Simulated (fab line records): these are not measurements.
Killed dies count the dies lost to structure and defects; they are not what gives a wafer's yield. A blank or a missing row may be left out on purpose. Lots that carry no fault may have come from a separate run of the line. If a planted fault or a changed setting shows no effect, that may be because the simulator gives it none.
Chamber matching | flow rit cmos | rie diel-04 running RIT_ACTIVE_ETCH_13: 3 sister chambers
The step etches Si3N4 in SF6, stops on SiO2, time 210 s, target depth 210 nm. 6 wafers are shown with their chamber, then 7 later ones without.

== EACH WAFER AND ITS CHAMBER ==
wafer  | chamber | throttle valve pct (%) | oes product au (a.u.)
L277.4 | 1       | 7.36                   | 0.796
L280.2 | 2       | 7.50                   | 0.826
L280.4 | 1       | 7.36                   | 0.803
L280.6 | 0       | 7.51                   | 0.838
L282.2 | 2       | 7.49                   | 0.821
L282.4 | 0       | 7.50                   | 0.830

== WAFERS WITHOUT THEIR CHAMBER ==
wafer  | throttle valve pct (%) | oes product au (a.u.)
L282.5 | 7.50                   | 0.830
L287.3 | 7.50                   | 0.765
L292.1 | 7.50                   | 0.777
L292.5 | 7.50                   | 0.768
L296.2 | 7.35                   | 0.809
L296.5 | 7.50                   | 0.838
L296.6 | 7.35                   | 0.793

== CHAMBER TAKEN BY EACH ==
wafer  | from the rows above     | in truth
L282.5 | can't be placed: 0 or 2 | 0
L287.3 | 2                       | 2
L292.1 | 2                       | 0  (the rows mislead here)
L292.5 | 2                       | 2
L296.2 | 1                       | 1
L296.5 | can't be placed: 0 or 2 | 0
L296.6 | 1                       | 1
Correct placement for 4 of the 7. Can't be placed from these rows: 2 (the true chamber is among the candidates in 2). Wrongly placed: 1.
How it was worked out, from the rows above alone: a wafer's distance from a chamber is the root of the sum, over the readings, of the square of ((its reading less the chamber's mean) divided by the reading's scatter). The wafer belongs to the nearest chamber; if the next one is less than 2 further off, it can't be placed. Each chamber's mean is taken over the wafers shown for it. The scatter: the root of (the sum of the squares of (reading less its chamber's mean) over the shown wafers, divided by (wafers less chambers)).
